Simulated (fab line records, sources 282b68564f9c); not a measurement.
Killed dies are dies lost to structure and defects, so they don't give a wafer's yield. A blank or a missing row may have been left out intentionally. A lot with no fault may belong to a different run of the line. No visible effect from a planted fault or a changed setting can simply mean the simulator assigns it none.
A single fault, viewed from 2 desks / flow rit cmos / numbers are kept per desk, each desk with only its own; the story behind them comes last

## THE TOOL OWNER'S DESK: rie diel-02
The tool's own readings at RIT_ACTIVE_ETCH_13 (etches Si3N4 in SF6, stops on SiO2, time 210 s, target depth 210 nm): means of the sampled wafers that have a number, for each lot that ran on this tool. Any lot whose mean is over 4 standard deviations away from the usual mean is out of limits and marked OUT; that distance is given in the brackets.
Columns: A = drypump motor current A at RIT_ACTIVE_ETCH_13, usual 5.7 A; B = oes product au at RIT_ACTIVE_ETCH_13, usual 0.818 a.u.; C = rf fwd power W at RIT_ACTIVE_ETCH_13, usual 124.5 W; D = run length s at RIT_ACTIVE_ETCH_13, usual 238.3 s; E = throttle valve pct at RIT_ACTIVE_ETCH_13, usual 7.50 %
lot=L629; first seen here=day 1 20:25; A=5.4; B=0.815; C=124.3; D=238.1; E=7.52
lot=L631; first seen here=day 2 05:50; A=5.5; B=0.804; C=124.9; D=238.4; E=7.49
lot=L636; first seen here=day 3 07:26; A=5.2; B=0.822; C=124.3; D=238.0; E=7.50
lot=L638; first seen here=day 3 16:43; A=5.3; B=0.816; C=124.3; D=238.3; E=7.46
lot=L639; first seen here=day 3 21:50; A=5.3; B=0.997 (+15) OUT; C=-; D=183.5 (-99 or more) OUT; E=7.55
lot=L643; first seen here=day 4 17:45; A=5.0; B=1.000 (+15) OUT; C=-; D=183.5 (-99 or more) OUT; E=7.51
lot=L644; first seen here=day 5 00:35; A=5.0; B=1.002 (+15) OUT; C=-; D=183.3 (-99 or more) OUT; E=7.51
This desk's finding: out of limits on L639, L643, L644; first on L639, day 3 21:50 (oes product au at RIT_ACTIVE_ETCH_13). In limits: L629, L631, L636, L638.

## METROLOGY DESK
Means of the sampled wafers that have a number, per lot and without regard to the tool the lot ran on: this is what the gauges read. Any lot whose mean is over 4 standard deviations away from the usual mean is out of limits and marked OUT; that distance is given in the brackets.
Columns: A = M1_AL_RS at RIT_M1_RS_MEAS_01, usual 0.0735 ohm/sq
lot=L628; first seen here=day 3 09:44; A=0.0746
lot=L629; first seen here=day 3 11:55; A=0.0744
lot=L631; first seen here=day 3 22:19; A=0.0737
lot=L632; first seen here=day 4 02:05; A=0.0745
lot=L633; first seen here=day 4 05:53; A=0.0735
lot=L634; first seen here=day 4 13:52; A=0.0741
lot=L636; first seen here=day 4 23:16; A=0.0722
lot=L638; first seen here=day 5 09:31; A=0.0741
lot=L639; first seen here=day 5 18:26; A=0.0735
lot=L643; first seen here=day 6 10:17; A=0.0729
lot=L644; first seen here=day 6 17:09; A=0.0738
lot=L646; first seen here=day 7 07:02; A=0.0737
lot=L648; first seen here=day 8 06:55; A=0.0740
lot=L649; first seen here=day 8 17:29; A=0.0723
lot=L650; first seen here=day 8 19:30; A=0.0739
This desk found nothing out of limits on any of the 15 lots.

## BROUGHT TOGETHER
On L639, L643, L644, at day 3 21:50, an alarm was possible from the tool owner's desk.
The metrology desk saw nothing out of limits.
The metrology desk holds a record of L639, L643, L644, inside its limits.
RIT_ACTIVE_ETCH_13 was run on rie diel-02 by each of the lots named.

## WHAT THE SIMULATOR PUT IN
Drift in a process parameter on rie diel-02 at RIT_ACTIVE_ETCH_13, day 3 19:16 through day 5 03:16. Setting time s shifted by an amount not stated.
Lots struck among those shown: L639, L643, L644.
Hours from the fault's start to each desk's first reading out of limits: the tool owner's desk, 3.
